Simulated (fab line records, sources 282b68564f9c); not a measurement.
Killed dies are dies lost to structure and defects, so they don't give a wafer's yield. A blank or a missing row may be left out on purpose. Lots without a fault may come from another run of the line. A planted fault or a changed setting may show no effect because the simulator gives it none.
Problem report in the 8D (eight disciplines) form, filled by code | flow rit_cmos | the parts of the form that need people (team, actions taken, sign-off) are left out

1. THE PROBLEM
developer_temp_C at RIT_PRETRO_DEVELOP_05 reads a mean of 22.15 C on 6 wafers of 2 lots; wafers without a fault read 22.99 C with a standard deviation of 0.11. That is -7.6 standard deviations from the usual mean.
The step: develop time 68 s.
First seen on wafer L689.2, day 3 02:00, on litho_track-03. The record holds 42 wafers of 14 lots with a number at this step. Rule for "out", or "out of limits": more than 4 standard deviations from the usual mean. The other wafers with a number count as sound.

2. WHAT IT IS AND WHAT IT IS NOT
question                    | is                     | is not
which readings at this step | developer_temp_C       | -
which lots                  | L689, L692             | L685, L686, L687, L694, L696, L697, L698, L703, L704, L706, L707, L708
which wafers of those lots  | all that have a number | -
read on which tools         | litho_track-03         | litho_track-01, litho_track-04
when                        | from day 3 02:00       | up to then (9 sound wafers); but 27 sound wafers of L694, L696, L697, L698, L703, L704, L706, L707, L708 came after

3. SUSPECTS, AND WHAT RULES EACH OUT
Counting: a tool at a process step up to the reading stays a suspect if it ran every lot that is out and no sound lot after the first of them.
- litho_track-03 at RIT_PRETRO_DEVELOP_05 (develop time 68 s): ruled out as a lasting fault. Sound lots L703, L707 ran on it after its first lot that is out, L689 (day 3 02:00).
Left after counting: nothing in the record.

4. THE CAUSE (what the simulator had put in)
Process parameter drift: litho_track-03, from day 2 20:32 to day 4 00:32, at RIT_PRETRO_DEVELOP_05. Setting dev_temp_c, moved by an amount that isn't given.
Counting ruled it out, wrongly.

5. THE CHAIN OF EFFECTS, in route order
Each row: a reading whose mean over the struck wafers that have a number lies more than 3 standard deviations from the usual. Only readings for which the record gives a usual standard deviation are gone through. hours: the time from each lot's start at the first step in this table that gives one to its start at this step, as a median over the lots. sigmas: the change in usual standard deviations.
hours | step                  | reading          | usual   | on struck wafers | change | sigmas
0     | RIT_PRETRO_DEVELOP_05 | developer_temp_C | 22.99 C | 22.15            | -0.84  | -7.6
The process steps in it:
- RIT_PRETRO_DEVELOP_05: develop time 68 s.

6. WHAT WOULD HAVE CAUGHT IT SOONER
In this record the first reading out of limits was taken at day 3 02:00, 5 hours after the fault began at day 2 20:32.
